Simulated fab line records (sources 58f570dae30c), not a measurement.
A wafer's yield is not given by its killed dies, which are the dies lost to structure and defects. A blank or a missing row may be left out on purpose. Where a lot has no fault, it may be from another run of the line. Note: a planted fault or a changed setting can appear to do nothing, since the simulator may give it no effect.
Which tool was responsible?	flow berkeleyCmos170	14 lots with 42 wafers sampled at 4 steps, on a route of 331 steps

## WHAT THE GAUGES SHOWED, per wafer
UCB170_NSD_CD_MEAS_06: the cd target is 1200 nm. Usual: cdNm at 1200.0 nm, with a standard deviation of 1.2.
lot	measured	on	cdNm (nm)	flag
L675	day 7 02:35	cdSem-01	1201.4 1201.0 1200.5	
L674	day 7 00:27	cdSem-01	1201.2 1200.2 1201.7	
L679	day 7 10:10	cdSem-01	1200.7 1200.7 1200.8	
L676	day 7 10:19	cdSem-02	1199.2 1198.7 1198.2	
L678	day 7 10:32	cdSem-02	1199.9 1199.5 1200.2	
L677	day 7 10:48	cdSem-01	1196.4 1196.5 1197.6	
L680	day 7 22:02	cdSem-02	1200.5 1199.5 1201.1	
L684	day 9 01:40	cdSem-02	1199.4 1199.1 1198.4	
L686	day 9 16:04	cdSem-01	1201.0 1200.9 1199.9	
L689	day 10 01:20	cdSem-02	1198.2 1199.9 1199.1	
L690	day 10 01:36	cdSem-01	1200.4 1199.2 1199.7	
L693	day 10 10:01	cdSem-01	1199.5 1198.9 1199.0	
L696	day 11 08:10	cdSem-02	1198.9 1201.4 1200.3	
L695	day 11 08:18	cdSem-01	1199.3 1199.6 1198.5	

UCB170_M3_THK_MEAS_03: measures by xrf. Usual: M3_AL_THK 905 nm, standard deviation 12.
lot	measured	on	M3_AL_THK (nm)	flag
L675	day 8 00:04	filmMetro-01	912 906 899	
L674	day 8 00:17	filmMetro-01	907 903 898	
L679	day 8 08:17	filmMetro-02	920 912 921	
L676	day 8 10:14	filmMetro-02	898 916 893	
L678	day 8 10:01	filmMetro-02	903 888 894	
L677	day 8 10:08	filmMetro-04	926 922 916	
L680	day 8 23:49	filmMetro-01	904 909 915	
L684	day 9 22:57	filmMetro-01	890 903 896	
L686	day 10 12:52	filmMetro-04	901 897 907	
L689	day 11 00:37	filmMetro-01	899 895 891	
L690	day 11 00:52	filmMetro-04	915 895 920	
L693	day 11 05:11	filmMetro-01	912 914 910	
L696	day 12 09:37	filmMetro-04	913 918 915	
L695	day 12 10:29	filmMetro-01	914 907 922	

## EACH LOT AND THE TOOL THAT RAN IT (in order: tool; ch and the chambers of the sampled wafers; start)
lot	UCB170_GATE_CLEAN_17	UCB170_PSD_STRIP_09
L675	wetBench-02 ch 3, day 6 13:42	plasmaAsher-03 ch 0,1, day 6 23:06
L674	wetBench-02 ch 1, day 6 14:05	plasmaAsher-02 ch 1, day 6 22:55
L679	wetBench-01 ch 1, day 6 20:19	plasmaAsher-02 ch 0,1, day 7 07:38
L676	wetBench-02 ch 3, day 6 20:24	plasmaAsher-03 ch 0,1, day 7 07:39
L678	wetBench-02 ch 2, day 6 20:36	plasmaAsher-01 ch 0,1, day 7 07:55
L677	wetBench-01 ch 3, day 6 20:48	plasmaAsher-02 ch 0,1, day 7 08:07
L680	wetBench-03 ch 0, day 7 08:35	plasmaAsher-02 ch 1, day 7 19:38
L684	wetBench-03 ch 3, day 8 14:49	plasmaAsher-03 ch 0,1, day 9 00:04
L686	wetBench-03 ch 0, day 9 04:42	plasmaAsher-02 ch 0,1, day 9 14:07
L689	wetBench-01 ch 3, day 9 13:27	plasmaAsher-03 ch 0,1, day 9 23:49
L690	wetBench-01 ch 0, day 9 13:27	plasmaAsher-02 ch 0,1, day 10 00:07
L693	wetBench-02 ch 3, day 9 23:08	plasmaAsher-02 ch 0,1, day 10 08:33
L696	wetBench-02 ch 2, day 10 19:14	plasmaAsher-03 ch 1, day 11 05:38
L695	wetBench-02 ch 2, day 10 19:31	plasmaAsher-01 ch 0,1, day 11 06:07
- UCB170_GATE_CLEAN_17: cleans in SPM, time 600 s.
- UCB170_PSD_STRIP_09: strips in O2.

## AS READ BY THE TOOLS THEMSELVES (means over the sampled wafers that have a number; for cases with no such wafer, the mark the record gives instead)
UCB170_PSD_STRIP_09. Usual: drypumpMotorCurrentA 5.48 A, standard deviation 0.3; oesProductAu 0.600 a.u., standard deviation 0.0045; stripTimeToEndpointS 29.37 s, standard deviation 0.069.
lot	tool	drypumpMotorCurrentA (A)	oesProductAu (a.u.)	stripTimeToEndpointS (s)	flag
L675	plasmaAsher-03	5.23	0.601	29.47	
L674	plasmaAsher-02	5.82	0.597	29.40	
L679	plasmaAsher-02	5.69	0.599	29.31	
L676	plasmaAsher-03	5.21	0.595	29.37	
L678	plasmaAsher-01	5.55	0.601	29.44	
L677	plasmaAsher-02	5.67	0.600	29.36	
L680	plasmaAsher-02	5.80	0.601	29.39	
L684	plasmaAsher-03	5.38	0.601	29.31	
L686	plasmaAsher-02	5.68	0.596	29.38	
L689	plasmaAsher-03	5.23	0.598	29.39	
L690	plasmaAsher-02	5.56	0.599	29.43	
L693	plasmaAsher-02	5.55	0.601	29.26	
L696	plasmaAsher-03	5.09	0.604	29.35	
L695	plasmaAsher-01	5.32	0.603	29.30	

## THE ANSWER, worked out from the rows above alone
Rule: lot off if the mean of its wafers having a number is beyond 3 standard deviations from the usual mean. Also off: a lot with no number at a reading for which 4 or more lots have one. Any other lot the step has rows for is counted as sound. The gauges are gone through in route order, then the tools' own readings, and for those a lot's mean is taken as printed above. At the first step where some lot is off, the reading lying furthest off is the one used; lots without a number count as furthest.
No lot is off on any of the readings shown, so nothing can be concluded from this.

## WHAT HAD BEEN PUT IN BY THE SIMULATOR
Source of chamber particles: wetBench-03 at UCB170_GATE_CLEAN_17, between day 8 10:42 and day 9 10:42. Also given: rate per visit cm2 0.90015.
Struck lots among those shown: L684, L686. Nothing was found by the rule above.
